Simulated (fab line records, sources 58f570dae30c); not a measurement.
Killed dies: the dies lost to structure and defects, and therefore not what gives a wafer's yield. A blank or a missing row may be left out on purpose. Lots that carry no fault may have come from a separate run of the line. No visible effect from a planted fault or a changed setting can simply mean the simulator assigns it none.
fab line records / flow berkeley_cmos170
record lots=15 wafers=45 last_day=13
route steps=331 shown PFIELD@82
lots that met no fault: from a run of the same line without faults
start_h: hours from the record's opening day to when the first of the lot's shown wafers began / wait_h: hours since the lot's step before / " repeats the value in the row above / L1.1+2: one row covering several wafers at once / - either no value or no given start / * or withheld: withheld / < > ~ a bound
route shown NAME@n: NAME is a module with steps in the file, n the number in the route of the first one / usual: mean and standard deviation over wafers with no fault / same: alike in all rows / chamber/n: place in a boat / sites: per-site readings / _std_site: standard deviation across them / _edge_site: inner sites' mean taken away from outer sites' mean / radius_mm: how far each site lies from the wafer's centre / mask NAME#n: copy n / behind: the tool/chamber that last shaped the wafer / hold: reason for holding the lot/hours on hold/outcome of the hold / device: whichever transistor did not switch (one of n, p or np) / end of line: tests of these same wafers at the route's end / a step given without rows: its recipe and nothing more / killed: at the first sort, the dies lost to defects and structure; wafer yield is something else / map: dies across one wafer; x = killed, . = not, _ = none there
set.NAME: setting as actually run; set.NAME@STEP: the setting as run at that earlier step / model.NAME: the simulator's own value behind a step, which no gauge read
steps of the route over a sample of lots; a table a step, a row a wafer
services: the hour from which a tool's chamber was out of use, counted from the record's first day as start_h (under 0 if before that day), plus the number of hours and why
## steps
# step UCB170_PFIELD_EXPOSE_03
# recipe mask_id=PFIELD na=0.5 sigma_outer=0.6 source_shape=conventional target_cd_nm=1500 dose_mj=30.49
# usual exposure_dose_mJ_cm2=30.50/0.032 focus_offset_nm=-0.1/0.5 na=0.5/0
lot.wafer=L216.2 tool=krf_scanner-01 chamber=0 start_h=107.54 wait_h=0.4 mask=PFIELD#0 exposure_dose_mJ_cm2=30.50 focus_offset_nm=0.0 na=0.5
lot.wafer=L216.3 tool=krf_scanner-01 chamber=0 start_h=107.54 wait_h=0.4 mask=PFIELD#0 exposure_dose_mJ_cm2=30.48 focus_offset_nm=-0.4 na=0.5
lot.wafer=L216.4 tool=krf_scanner-01 chamber=0 start_h=107.54 wait_h=0.4 mask=PFIELD#0 exposure_dose_mJ_cm2=30.47 focus_offset_nm=0.3 na=0.5
lot.wafer=L214.1 tool=krf_scanner-02 chamber=0 start_h=107.86 wait_h=0.2 mask=PFIELD#0 exposure_dose_mJ_cm2=30.49 focus_offset_nm=-0.2 na=0.5
lot.wafer=L214.3 tool=krf_scanner-02 chamber=0 start_h=107.86 wait_h=0.2 mask=PFIELD#0 exposure_dose_mJ_cm2=30.51 focus_offset_nm=-1.1 na=0.5
lot.wafer=L214.5 tool=krf_scanner-02 chamber=0 start_h=107.86 wait_h=0.2 mask=PFIELD#0 exposure_dose_mJ_cm2=30.48 focus_offset_nm=-0.3 na=0.5
lot.wafer=L217.2 tool=krf_scanner-02 chamber=0 start_h=114.08 wait_h=0.1 mask=PFIELD#0 exposure_dose_mJ_cm2=30.51 focus_offset_nm=-0.7 na=0.5
lot.wafer=L217.5 tool=krf_scanner-02 chamber=0 start_h=114.08 wait_h=0.1 mask=PFIELD#0 exposure_dose_mJ_cm2=30.50 focus_offset_nm=0.0 na=0.5
lot.wafer=L217.6 tool=krf_scanner-02 chamber=0 start_h=114.08 wait_h=0.1 mask=PFIELD#0 exposure_dose_mJ_cm2=30.50 focus_offset_nm=-1.4 na=0.5
lot.wafer=L218.1 tool=krf_scanner-02 chamber=0 start_h=130.19 wait_h=0.1 mask=PFIELD#0 exposure_dose_mJ_cm2=30.50 focus_offset_nm=-0.1 na=0.5
lot.wafer=L218.3 tool=krf_scanner-02 chamber=0 start_h=130.19 wait_h=0.1 mask=PFIELD#0 exposure_dose_mJ_cm2=30.51 focus_offset_nm=0.4 na=0.5
lot.wafer=L218.6 tool=krf_scanner-02 chamber=0 start_h=130.19 wait_h=0.1 mask=PFIELD#0 exposure_dose_mJ_cm2=30.45 focus_offset_nm=0.3 na=0.5
lot.wafer=L219.2 tool=krf_scanner-01 chamber=0 start_h=130.54 wait_h=0.2 mask=PFIELD#0 exposure_dose_mJ_cm2=30.52 focus_offset_nm=-0.3 na=0.5
lot.wafer=L219.4 tool=krf_scanner-01 chamber=0 start_h=130.54 wait_h=0.2 mask=PFIELD#0 exposure_dose_mJ_cm2=30.48 focus_offset_nm=0.3 na=0.5
lot.wafer=L219.6 tool=krf_scanner-01 chamber=0 start_h=130.54 wait_h=0.2 mask=PFIELD#0 exposure_dose_mJ_cm2=30.52 focus_offset_nm=-0.4 na=0.5
lot.wafer=L220.2 tool=krf_scanner-01 chamber=0 start_h=136.07 wait_h=0.1 mask=PFIELD#0 exposure_dose_mJ_cm2=30.45 focus_offset_nm=0.3 na=0.5
lot.wafer=L220.4 tool=krf_scanner-01 chamber=0 start_h=136.07 wait_h=0.1 mask=PFIELD#0 exposure_dose_mJ_cm2=30.48 focus_offset_nm=0.3 na=0.5
lot.wafer=L220.5 tool=krf_scanner-01 chamber=0 start_h=136.07 wait_h=0.1 mask=PFIELD#0 exposure_dose_mJ_cm2=30.45 focus_offset_nm=0.7 na=0.5
lot.wafer=L222.1 tool=krf_scanner-02 chamber=0 start_h=136.45 wait_h=0.2 mask=PFIELD#0 exposure_dose_mJ_cm2=30.50 focus_offset_nm=0.5 na=0.5
lot.wafer=L222.4 tool=krf_scanner-02 chamber=0 start_h=136.45 wait_h=0.2 mask=PFIELD#0 exposure_dose_mJ_cm2=30.52 focus_offset_nm=0.5 na=0.5
lot.wafer=L222.5 tool=krf_scanner-02 chamber=0 start_h=136.45 wait_h=0.2 mask=PFIELD#0 exposure_dose_mJ_cm2=30.48 focus_offset_nm=0.1 na=0.5
lot.wafer=L225.2 tool=krf_scanner-02 chamber=- start_h=158.26 wait_h=0.4 mask=PFIELD#0 exposure_dose_mJ_cm2=- focus_offset_nm=- na=-
lot.wafer=L225.3 tool=krf_scanner-02 chamber=- start_h=158.26 wait_h=0.4 mask=PFIELD#0 exposure_dose_mJ_cm2=- focus_offset_nm=- na=-
lot.wafer=L225.6 tool=krf_scanner-02 chamber=- start_h=158.26 wait_h=0.4 mask=PFIELD#0 exposure_dose_mJ_cm2=- focus_offset_nm=- na=-
lot.wafer=L229.3 tool=krf_scanner-01 chamber=- start_h=177.84 wait_h=0.2 mask=PFIELD#0 exposure_dose_mJ_cm2=- focus_offset_nm=- na=-
lot.wafer=L229.5 tool=krf_scanner-01 chamber=- start_h=177.84 wait_h=0.2 mask=PFIELD#0 exposure_dose_mJ_cm2=- focus_offset_nm=- na=-
lot.wafer=L229.6 tool=krf_scanner-01 chamber=- start_h=177.84 wait_h=0.2 mask=PFIELD#0 exposure_dose_mJ_cm2=- focus_offset_nm=- na=-
lot.wafer=L230.2 tool=krf_scanner-02 chamber=- start_h=178.06 wait_h=0.2 mask=PFIELD#0 exposure_dose_mJ_cm2=- focus_offset_nm=- na=-
lot.wafer=L230.5 tool=krf_scanner-02 chamber=- start_h=178.06 wait_h=0.2 mask=PFIELD#0 exposure_dose_mJ_cm2=- focus_offset_nm=- na=-
lot.wafer=L230.6 tool=krf_scanner-02 chamber=- start_h=178.06 wait_h=0.2 mask=PFIELD#0 exposure_dose_mJ_cm2=- focus_offset_nm=- na=-
lot.wafer=L231.1 tool=krf_scanner-01 chamber=0 start_h=190.90 wait_h=0.2 mask=PFIELD#0 exposure_dose_mJ_cm2=30.45 focus_offset_nm=-0.4 na=0.5
lot.wafer=L231.2 tool=krf_scanner-01 chamber=0 start_h=190.90 wait_h=0.2 mask=PFIELD#0 exposure_dose_mJ_cm2=30.50 focus_offset_nm=-0.2 na=0.5
lot.wafer=L231.3 tool=krf_scanner-01 chamber=0 start_h=190.90 wait_h=0.2 mask=PFIELD#0 exposure_dose_mJ_cm2=30.52 focus_offset_nm=0.4 na=0.5
lot.wafer=L234.1 tool=krf_scanner-02 chamber=0 start_h=202.31 wait_h=0.2 mask=PFIELD#0 exposure_dose_mJ_cm2=30.54 focus_offset_nm=0.3 na=0.5
lot.wafer=L234.4 tool=krf_scanner-02 chamber=0 start_h=202.31 wait_h=0.2 mask=PFIELD#0 exposure_dose_mJ_cm2=30.50 focus_offset_nm=-0.4 na=0.5
lot.wafer=L234.6 tool=krf_scanner-02 chamber=0 start_h=202.31 wait_h=0.2 mask=PFIELD#0 exposure_dose_mJ_cm2=30.51 focus_offset_nm=-0.5 na=0.5
lot.wafer=L232.1 tool=krf_scanner-01 chamber=0 start_h=202.55 wait_h=0.3 mask=PFIELD#0 exposure_dose_mJ_cm2=30.51 focus_offset_nm=-0.7 na=0.5
lot.wafer=L232.3 tool=krf_scanner-01 chamber=0 start_h=202.55 wait_h=0.3 mask=PFIELD#0 exposure_dose_mJ_cm2=30.49 focus_offset_nm=0.6 na=0.5
lot.wafer=L232.5 tool=krf_scanner-01 chamber=0 start_h=202.55 wait_h=0.3 mask=PFIELD#0 exposure_dose_mJ_cm2=30.56 focus_offset_nm=-1.1 na=0.5
lot.wafer=L233.1 tool=krf_scanner-02 chamber=0 start_h=202.79 wait_h=0.3 mask=PFIELD#0 exposure_dose_mJ_cm2=30.47 focus_offset_nm=0.0 na=0.5
lot.wafer=L233.3 tool=krf_scanner-02 chamber=0 start_h=202.79 wait_h=0.3 mask=PFIELD#0 exposure_dose_mJ_cm2=30.44 focus_offset_nm=-1.2 na=0.5
lot.wafer=L233.4 tool=krf_scanner-02 chamber=0 start_h=202.79 wait_h=0.3 mask=PFIELD#0 exposure_dose_mJ_cm2=30.47 focus_offset_nm=-0.8 na=0.5
lot.wafer=L236.1 tool=krf_scanner-02 chamber=0 start_h=220.96 wait_h=0.1 mask=PFIELD#0 exposure_dose_mJ_cm2=30.51 focus_offset_nm=0.0 na=0.5
lot.wafer=L236.2 tool=krf_scanner-02 chamber=0 start_h=220.96 wait_h=0.1 mask=PFIELD#0 exposure_dose_mJ_cm2=30.49 focus_offset_nm=0.2 na=0.5
lot.wafer=L236.4 tool=krf_scanner-02 chamber=0 start_h=220.96 wait_h=0.1 mask=PFIELD#0 exposure_dose_mJ_cm2=30.51 focus_offset_nm=0.7 na=0.5
## services
tool=krf_scanner-02 chamber=0 start_h=125.97 hours=- kind=calibration
tool=krf_scanner-02 chamber=- start_h=128.11 hours=1.0 kind=pm
tool=krf_scanner-01 chamber=- start_h=138.76 hours=5.7 kind=repair
tool=krf_scanner-01 chamber=- start_h=144.44 hours=1.0 kind=pm
tool=krf_scanner-01 chamber=- start_h=145.44 hours=1.3 kind=pm
tool=krf_scanner-02 chamber=- start_h=146.74 hours=0.8 kind=pm
tool=krf_scanner-01 chamber=- start_h=159.35 hours=0.8 kind=pm
tool=krf_scanner-01 chamber=0 start_h=189.37 hours=- kind=calibration
tool=krf_scanner-01 chamber=- start_h=192.26 hours=1.3 kind=repair
tool=krf_scanner-02 chamber=- start_h=197.38 hours=1.3 kind=pm
## key
first_sign step=UCB170_PFIELD_EXPOSE_03 reading=tool_record direction=missing
effect none on later readings
met_at UCB170_PFIELD_EXPOSE_03
struck_lots L225,L229,L230
sort_left_out L225.2,L225.3,L225.6,L229.3,L229.5,L229.6,L230.2,L230.5,L230.6
tester_left_out L225,L229,L230
onset_between 136.45 158.26
fault kind=skipped_step_whole tool=krf_scanner-01,krf_scanner-02 chamber=- onset_h=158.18 steps=UCB170_PFIELD_EXPOSE_03 scope=struck_lots_only
# tester_left_out: of these lots the tester's yield and bins aren't shown, on N5 and GAA mostly nor the transistor test; their killed dies are dies lost to structure and defects alone, not to doping, threshold or leakage, so they don't give the yield
# sort_left_out: the simulated sort isn't trusted on such a fault, so these wafers' sort isn't shown, and their yield isn't known
